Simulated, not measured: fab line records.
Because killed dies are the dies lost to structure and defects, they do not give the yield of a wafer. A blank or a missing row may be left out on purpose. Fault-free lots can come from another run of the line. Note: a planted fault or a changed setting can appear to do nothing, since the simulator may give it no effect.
A lot that was struck, set against a sound lot	flow rit cmos	44 out of 202 route steps
Sound: wafers L237.2, L237.3, L237.6. Wafers struck: L244.1, L244.2, L244.6. The cause is named last.
Each step with rows lists, per side, the tool, then ch with its chambers, then its first start. Under that, the readings that differ: sound wafers	struck wafers	difference of the means	sigmas: that difference in standard deviations of wafers without a fault.
alike: readings whose means differ by less than 2 such deviations, and words and numbers that are the same on both sides. not compared: withheld readings, readings that some wafer has no value for, bounds like >300 that may hide the same value, and numbers for which the record gives no deviation and whose values overlap.
Wherever a step has rows on one side only, a row that says differs or no value, or a row with sigmas, the two part there. Numbers that have no deviation but don't overlap get no sigmas and don't part them. Lack of a reading on every wafer of one side parts them only where that side has two or more wafers.

first, 2 steps without rows for these wafers: RIT_PLDD_PEB_04; RIT_PLDD_DEVELOP_05 (develop time 50 s).
RIT_PLDD_OVL_MEAS_06:
  sound on overlay-02, day 4 11:52; struck on overlay-02, day 5 19:20
  alike: PLDD_OVL
then, 2 steps without rows for these wafers: RIT_PLDD_HARDBAKE_07 (time 60 s); RIT_PLDD_IMPLANT_08.
RIT_PLDD_STRIP_09: strips in O2, time 180 s.
  sound on plasma asher-03 ch 0, day 4 12:18; struck on plasma asher-04 ch 0,1, day 5 19:48
  alike: drypump motor current A
  not compared: rf hours counter h
RIT_PLDD_TW_MEAS_10:
  sound on film metro-02, day 4 12:29; struck on film metro-03, day 5 19:58
  alike: PLDD_TW
then, 4 steps without rows for these wafers: RIT_SPACER_CLEAN_00 (cleans in SC1, time 600 s); RIT_SPACER_CLEAN_01 (cleans in dHF, time 30 s); RIT_SPACER_CLEAN_02 (cleans in SC2, time 600 s); RIT_SPACER_CVD_03 (deposits Si3N4 from SiH2Cl2/NH3, target thk 250 nm, time 3300 s).
RIT_SPACER_THK_MEAS_04:
  sound on film metro-04, day 4 14:51; struck on film metro-04, day 5 22:31
  alike: SPACER_NITRIDE_THK
RIT_SPACER_ETCHBACK_05: etches Si3N4 in SF6/CHF3, stops on SiO2, target depth 250 nm, time 240 s.
  sound on rie diel-04 ch 2,3, day 4 14:54; struck on rie diel-03 ch 0,3, day 5 22:35
reading	sound	struck	difference	sigmas
drypump motor current A (A)	6.0 5.8 5.8	4.7 5.1 4.7	-1.0	-2
oes product au (a.u.)	0.840 0.824 0.833	0.952 0.977 0.961	+0.131	+11
run length s (s)	268.0 268.6 268.3	239.8 239.8 239.5	-28.6	-75
model.poly-Si_of_GATE_CVD_08.thk nm (nm)	168.6 167.1 165.6	178.9 179.6 179.8	+12.3	
model.Si3N4_of_SPACER_CVD_03.thk nm (nm)	197.4 195.2 196	202.8 201.6 201.1	+5.6	
  alike: SF6_flow_sccm, throttle valve pct
  not compared: rf hours counter h
then, 6 steps without rows for these wafers: RIT_NSD_HMDS_00 (prime time 60 s); RIT_NSD_COAT_01 (resist thk 1000 nm); RIT_NSD_SOFTBAKE_02 (time 60 s); RIT_NSD_EXPOSE_03 (exposes mask M9, target cd 40700 nm); RIT_NSD_PEB_04; RIT_NSD_DEVELOP_05 (develop time 50 s).
RIT_NSD_OVL_MEAS_06:
  sound on overlay-02, day 4 16:02; struck on overlay-02, day 5 23:35
  alike: NSD_OVL
then, 2 steps without rows for these wafers: RIT_NSD_HARDBAKE_07 (time 60 s); RIT_NSD_IMPLANT_08.
RIT_NSD_STRIP_09: strips in O2, time 180 s.
  sound on plasma asher-03 ch 0,1, day 4 16:22; struck on plasma asher-01 ch 0,1, day 5 23:56
  alike: drypump motor current A
  not compared: rf hours counter h
RIT_NSD_TW_MEAS_10:
  sound on film metro-02, day 4 16:33; struck on film metro-01, day 6 00:07
  alike: NSD_TW
then, 6 steps without rows for these wafers: RIT_PSD_HMDS_00 (prime time 60 s); RIT_PSD_COAT_01 (resist thk 1000 nm); RIT_PSD_SOFTBAKE_02 (time 60 s); RIT_PSD_EXPOSE_03 (exposes mask M10, target cd 40900 nm); RIT_PSD_PEB_04; RIT_PSD_DEVELOP_05 (develop time 50 s).
RIT_PSD_OVL_MEAS_06:
  sound on overlay-01, day 4 17:35; struck on overlay-02, day 6 01:08
  alike: PSD_OVL
then, 2 steps without rows for these wafers: RIT_PSD_HARDBAKE_07 (time 60 s); RIT_PSD_IMPLANT_08.
RIT_PSD_STRIP_09: strips in O2, time 180 s.
  sound on plasma asher-02 ch 1, day 4 17:55; struck on plasma asher-02 ch 0,1, day 6 01:28
  alike: drypump motor current A
  not compared: rf hours counter h
RIT_PSD_TW_MEAS_10:
  sound on film metro-01, day 4 18:05; struck on film metro-03, day 6 01:38
reading	sound	struck	difference	sigmas
PSD_TW	3380 3366 3381	3478 3478 3480	+103	+3
then, 2 steps without rows for these wafers: RIT_SDANNEAL_CLEAN_00 (cleans in SC1, time 600 s); RIT_SDANNEAL_CLEAN_01 (cleans in dHF, time 30 s).
RIT_SDANNEAL_CLEAN_02: cleans in SC2, time 600 s.
  sound on wet bench-04 ch 3, day 4 18:21; struck on wet bench-02 ch 1, day 6 01:53
reading	sound	struck	difference	sigmas
model.poly-Si_of_GATE_CVD_08.thk nm (nm)	164.2 162.7 161.2	174.5 175.3 175.5	+12.4	
  alike: bath heat duty pct
RIT_SDANNEAL_RTA_03: time 5 s.
  sound on rtp anneal-01 ch 0, day 4 18:32; struck on rtp anneal-01 ch 0, day 6 02:04
  alike: wafer_temp_C_max
RIT_SDANNEAL_RS_MEAS_04: uses a four-point probe to measure.
  sound on film metro-03, day 4 18:36; struck on film metro-03, day 6 02:07
  alike: PSD_RS
RIT_SDANNEAL_RS_MEAS_05: uses a four-point probe to measure.
  sound on film metro-03, day 4 18:43; struck on film metro-03, day 6 02:14
  alike: NSD_RS
RIT_SDANNEAL_RS_MEAS_06: uses a four-point probe to measure.
  sound on film metro-03, day 4 18:50; struck on film metro-03, day 6 02:22
reading	sound	struck	difference	sigmas
PLDD_RS (ohm/sq)	177.9 177.3 178.2	179.2 178.4 178.6	+0.9	+2
RIT_SILICIDE_WET_ETCH_00: etches SiO2 in BOE, target depth 14 nm, time 15 s.
  sound on wet bench-03 ch 2, day 4 19:04; struck on wet bench-02 ch 1, day 6 02:36
reading	sound	struck	difference	sigmas
model.Si3N4_of_SPACER_CVD_03.thk nm (nm)	196.2 194 194.8	201.7 200.5 200	+5.7	
  alike: bath heat duty pct
RIT_M1_PROBE_99:
  the record holds rows for the sound wafers here (prober-02, day 5 02:46) but none for the struck ones

== WHERE THEY PART ==
Last at RIT_M1_PROBE_99 as far as this record goes, first at RIT_SPACER_ETCHBACK_05.

WHY: what the simulator had put in
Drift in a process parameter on rie diel-03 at RIT_SPACER_ETCHBACK_05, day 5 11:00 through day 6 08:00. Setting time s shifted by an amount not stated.
